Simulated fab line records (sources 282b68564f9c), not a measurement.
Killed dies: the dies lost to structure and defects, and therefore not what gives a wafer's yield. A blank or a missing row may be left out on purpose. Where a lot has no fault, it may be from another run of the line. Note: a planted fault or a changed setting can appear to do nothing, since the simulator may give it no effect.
Which tool was responsible? :: flow rit_cmos :: Sampling: 14 lots, 42 wafers, 2 of 202 route steps

WHAT THE GAUGES SHOWED, per wafer
The record lacks any reading of a measuring or inspecting step that a usual standard deviation could be used to judge.

TOOL THAT RAN EACH LOT (tool first, then ch and the chambers of the sampled wafers, then the start)
lot: L283
RIT_SILICIDE_RTA_04: rtp_anneal-02 ch 0, day 3 19:10
RIT_M1_PROBE_99: -

lot: L284
RIT_SILICIDE_RTA_04: rtp_anneal-01 ch 0, day 3 20:37
RIT_M1_PROBE_99: -

lot: L285
RIT_SILICIDE_RTA_04: rtp_anneal-02 ch 0, day 4 01:03
RIT_M1_PROBE_99: -

lot: L286
RIT_SILICIDE_RTA_04: rtp_anneal-01 ch 0, day 4 02:31
RIT_M1_PROBE_99: -

lot: L287
RIT_SILICIDE_RTA_04: rtp_anneal-02 ch 0, day 4 04:58
RIT_M1_PROBE_99: -

lot: L288
RIT_SILICIDE_RTA_04: rtp_anneal-01 ch 0, day 4 13:06
RIT_M1_PROBE_99: -

lot: L290
RIT_SILICIDE_RTA_04: rtp_anneal-01 ch 0, day 4 21:09
RIT_M1_PROBE_99: prober-02, day 5 03:55

lot: L292
RIT_SILICIDE_RTA_04: rtp_anneal-01 ch 0, day 5 09:34
RIT_M1_PROBE_99: -

lot: L297
RIT_SILICIDE_RTA_04: rtp_anneal-02 ch 0, day 6 11:19
RIT_M1_PROBE_99: prober-01, day 6 18:08

lot: L299
RIT_SILICIDE_RTA_04: rtp_anneal-02 ch 0, day 6 18:27
RIT_M1_PROBE_99: -

lot: L301
RIT_SILICIDE_RTA_04: rtp_anneal-02 ch 0, day 7 04:10
RIT_M1_PROBE_99: -

lot: L303
RIT_SILICIDE_RTA_04: rtp_anneal-02 ch 0, day 7 13:38
RIT_M1_PROBE_99: prober-01, day 7 20:13

lot: L304
RIT_SILICIDE_RTA_04: rtp_anneal-01 ch 0, day 7 22:40
RIT_M1_PROBE_99: -

lot: L305
RIT_SILICIDE_RTA_04: rtp_anneal-02 ch 0, day 8 04:10
RIT_M1_PROBE_99: -
- RIT_SILICIDE_RTA_04: time 10 s, ramp up 5 s, ramp down 5 s.
- RIT_M1_PROBE_99

AS READ BY THE TOOLS THEMSELVES (means over the sampled wafers that have a number; for cases with no such wafer, the mark the record gives instead)
RIT_SILICIDE_RTA_04.
lot: L283
tool: rtp_anneal-02
wafer_temp_C_max: 651.8

lot: L284
tool: rtp_anneal-01
wafer_temp_C_max: 653.5

lot: L285
tool: rtp_anneal-02
wafer_temp_C_max: 652.2

lot: L286
tool: rtp_anneal-01
wafer_temp_C_max: 653.3

lot: L287
tool: rtp_anneal-02
wafer_temp_C_max: 652.5

lot: L288
tool: rtp_anneal-01
wafer_temp_C_max: 653.9

lot: L290
tool: rtp_anneal-01
wafer_temp_C_max: 646.2

lot: L292
tool: rtp_anneal-01
wafer_temp_C_max: 646.0

lot: L297
tool: rtp_anneal-02
wafer_temp_C_max: 651.9

lot: L299
tool: rtp_anneal-02
wafer_temp_C_max: 651.6

lot: L301
tool: rtp_anneal-02
wafer_temp_C_max: 651.5

lot: L303
tool: rtp_anneal-02
wafer_temp_C_max: 652.2

lot: L304
tool: rtp_anneal-01
wafer_temp_C_max: 653.3

lot: L305
tool: rtp_anneal-02
wafer_temp_C_max: 652.2

RIT_M1_PROBE_99.
lot: L290
tool: prober-02
killed_at_M0_to_M3: 0.0
killed_at_contacts: 0.0
killed_at_front_end: 10
killed_dies: 10
killed_open: 6.3
killed_short: 4.0

lot: L297
tool: prober-01
killed_at_M0_to_M3: 0.0
killed_at_contacts: 0.3
killed_at_front_end: 12
killed_dies: 12
killed_open: 6.3
killed_short: 6.0

lot: L303
tool: prober-01
killed_at_M0_to_M3: 0.0
killed_at_contacts: 0.3
killed_at_front_end: 6
killed_dies: 6
killed_open: 3.3
killed_short: 3.0

THE ANSWER, worked out from the rows above alone
Rule: what is usual is taken from the lots themselves. The widest of any qualifying gaps counts: lots, ordered by their means at a reading, are off when they make up no more than a third of the lots, leave a main group of 4 or more, and stand apart from it by 3 or more times the standard deviation of that group's means. If all means in a main group match to the digits the tables above print for the reading, that group is not used. A lot without any number at a reading at which 4 lots or more have one is off too. Where the step has rows for the other lots, those lots are counted as sound. The gauges are gone through in route order, then the tools' own readings, and for those a lot's mean is taken as printed above. The first step at which some lot is off is used, and at that step the reading that is off furthest; a lot without a number counts as furthest.
Off: L290, L292 (RIT_SILICIDE_RTA_04, wafer_temp_C_max). For the main group the mean is 652.5 and the standard deviation 0.77.
If a tool, at that step or one of the process steps before it, ran each lot that is off and ran no sound lot following the first of them, it fits. Not one of the candidates tried fits.

WHAT THE SIMULATOR HAD PUT IN
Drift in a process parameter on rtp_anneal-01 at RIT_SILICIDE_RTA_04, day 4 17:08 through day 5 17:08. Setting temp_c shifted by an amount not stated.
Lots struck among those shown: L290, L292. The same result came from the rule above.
